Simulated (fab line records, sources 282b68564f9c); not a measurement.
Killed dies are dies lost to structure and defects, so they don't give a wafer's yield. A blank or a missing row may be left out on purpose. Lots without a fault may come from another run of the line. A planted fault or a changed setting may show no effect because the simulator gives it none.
Which tool did it? | flow rit_cmos | 14 lots, 42 wafers sampled, at 4 steps of a route of 202

WHAT THE GAUGES READ, wafer by wafer
RIT_PLDD_OVL_MEAS_06. Usual: PLDD_OVL -0.5 nm, standard deviation 1.2.
lot  | measured    | on         | PLDD_OVL (nm)  | flag
L309 | day 2 21:39 | overlay-01 | 0.1 -1.4 0.7   |
L310 | day 3 04:16 | overlay-02 | -1.3 1.2 -1.1  |
L311 | day 3 07:47 | overlay-02 | -0.5 -0.8 -0.6 |
L312 | day 3 14:37 | overlay-02 | -2.4 1.0 0.6   |
L313 | day 3 20:52 | overlay-02 | -0.4 -0.5 0.1  |
L314 | day 4 00:33 | overlay-01 | 1.7 -0.2 -0.2  |
L315 | day 4 07:29 | overlay-02 | -0.5 0.6 1.6   |
L316 | day 4 11:01 | overlay-01 | 2.1 0.7 1.4    |
L319 | day 5 02:17 | overlay-01 | 0.3 -0.3 1.2   |
L323 | day 5 21:47 | overlay-02 | 0.3 -0.6 -0.8  |
L324 | day 6 00:58 | overlay-01 | 0.3 -1.8 -0.1  |
L326 | day 6 09:39 | overlay-02 | -1.2 -2.0 -2.6 |
L328 | day 6 22:10 | overlay-02 | 1.1 -1.7 -1.5  |
L331 | day 7 14:53 | overlay-01 | 0.4 -0.8 -0.8  |

RIT_SPACER_THK_MEAS_04. Usual: SPACER_NITRIDE_THK 240.7 nm, standard deviation 2.1.
lot  | measured    | on            | SPACER_NITRIDE_THK (nm) | flag
L309 | day 3 00:44 | film_metro-01 | 243.5 242.9 246.5       |
L310 | day 3 07:10 | film_metro-03 | 239.0 241.5 243.2       |
L311 | day 3 10:38 | film_metro-03 | 240.0 240.1 239.4       |
L312 | day 3 19:17 | film_metro-01 | 241.5 241.9 244.7       |
L313 | day 3 23:44 | film_metro-02 | 244.5 242.8 241.8       |
L314 | day 4 03:36 | film_metro-03 | 240.6 239.6 239.8       |
L315 | day 4 10:21 | film_metro-03 | 241.3 242.3 241.2       |
L316 | day 4 14:00 | film_metro-03 | 242.1 240.7 240.5       |
L319 | day 5 05:11 | film_metro-03 | 240.0 239.4 238.3       |
L323 | day 6 00:43 | film_metro-01 | 241.3 241.0 241.8       |
L324 | day 6 03:51 | film_metro-02 | 241.4 237.5 239.0       |
L326 | day 6 12:31 | film_metro-01 | 242.1 239.3 242.3       |
L328 | day 7 01:14 | film_metro-03 | 237.7 239.4 238.5       |
L331 | day 7 17:44 | film_metro-01 | 240.0 240.0 240.1       |

RIT_PSD_OVL_MEAS_06. Usual: PSD_OVL -0.7 nm, standard deviation 1.3.
lot  | measured    | on         | PSD_OVL (nm)   | flag
L309 | day 3 03:18 | overlay-02 | -0.3 0.9 1.1   |
L310 | day 3 09:39 | overlay-01 | 2.8 2.1 1.7    |
L311 | day 3 13:14 | overlay-01 | -1.7 -2.6 -0.4 |
L312 | day 3 21:53 | overlay-02 | 1.7 0.0 2.3    |
L313 | day 4 02:34 | overlay-01 | -0.8 -1.0 -2.7 |
L314 | day 4 06:27 | overlay-02 | 0.3 -1.6 -2.5  |
L315 | day 4 12:57 | overlay-02 | -2.8 -2.6 -2.6 |
L316 | day 4 16:37 | overlay-02 | -2.0 -1.6 -1.9 |
L319 | day 5 07:54 | overlay-02 | -0.7 -1.3 -0.8 |
L323 | day 6 03:29 | overlay-01 | 0.8 0.8 0.6    |
L324 | day 6 06:34 | overlay-01 | -1.8 -0.1 -2.2 |
L326 | day 6 15:08 | overlay-02 | -0.5 -0.5 -0.3 |
L328 | day 7 03:50 | overlay-02 | -0.7 0.6 -0.8  |
L331 | day 7 20:34 | overlay-01 | 0.6 0.4 2.4    |

WHICH TOOL RAN EACH LOT (tool, then ch and the chambers of the sampled wafers, then the start)
lot  | RIT_PWELL_IMPLANT_08
L309 | implanter-02 ch 0, day 1 23:37
L310 | implanter-03 ch 0, day 2 03:59
L311 | implanter-04 ch 0, day 2 09:07
L312 | implanter-02 ch 0, day 2 15:07
L313 | implanter-04 ch 0, day 2 19:24
L314 | implanter-04 ch 0, day 3 02:25
L315 | implanter-04 ch 0, day 3 07:15
L316 | implanter-02 ch 0, day 3 12:27
L319 | implanter-03 ch 0, day 4 03:01
L323 | implanter-03 ch 0, day 4 23:44
L324 | implanter-04 ch 0, day 5 03:58
L326 | implanter-02 ch 0, day 5 13:17
L328 | implanter-04 ch 0, day 5 23:07
L331 | implanter-04 ch 0, day 6 13:55
- RIT_PWELL_IMPLANT_08

WHAT THE TOOLS THEMSELVES READ (means of the sampled wafers that have a number; where no wafer has one, the mark that the record gives instead)
RIT_PWELL_IMPLANT_08. Usual: beam_energy_keV 170.01, standard deviation 0.05; tilt_deg 7.002 degrees, standard deviation 0.02.
lot  | tool         | beam_energy_keV | tilt_deg (degrees) | flag
L309 | implanter-02 | 169.99          | 6.997              |
L310 | implanter-03 | 170.05          | 7.017              |
L311 | implanter-04 | 170.07          | 7.003              |
L312 | implanter-02 | 170.02          | 6.984              |
L313 | implanter-04 | 169.95          | 6.971              |
L314 | implanter-04 | 170.01          | 6.995              |
L315 | implanter-04 | 170.09          | 7.017              |
L316 | implanter-02 | 169.99          | 6.999              |
L319 | implanter-03 | 163.86          | 7.023              | OFF
L323 | implanter-03 | 163.86          | 7.014              | OFF
L324 | implanter-04 | 170.00          | 6.991              |
L326 | implanter-02 | 170.00          | 6.998              |
L328 | implanter-04 | 170.04          | 6.992              |
L331 | implanter-04 | 169.94          | 6.971              |

THE ANSWER, worked out from the rows above alone
Rule: a lot is off if the mean of its wafers that have a number lies more than 3 standard deviations from the usual mean. A lot without any number at a reading at which 4 lots or more have one is off too. The other lots that the step has rows for count as sound. The gauges are gone through in route order, then the tools' own readings, and for those a lot's mean is taken as printed above. The first step at which some lot is off is used, and at that step the reading that is off furthest; a lot without a number counts as furthest.
Off: L319, L323, at RIT_PWELL_IMPLANT_08 (beam_energy_keV).
A tool fits if, at that step or a process step before it, it ran every lot that is off, and no sound lot after the first of them. One fits: implanter-03 at RIT_PWELL_IMPLANT_08. Its last sound lot is L310 (day 2 03:59), its first lot that is off L319 (day 4 03:01): a fault that began between those two fits.
The tool's own readings at RIT_PWELL_IMPLANT_08 bear it out: on the lots that are off they differ by more than 5 times the standard deviation of the sound lots' means. beam_energy_keV reads 163.86 there against 170.01 on the sound lots.

WHAT THE SIMULATOR HAD PUT IN
Process parameter drift: implanter-03, from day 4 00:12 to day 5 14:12, at RIT_PWELL_IMPLANT_08. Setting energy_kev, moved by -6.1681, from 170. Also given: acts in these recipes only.
Lots struck among those shown: L319, L323. The rule above found the same.
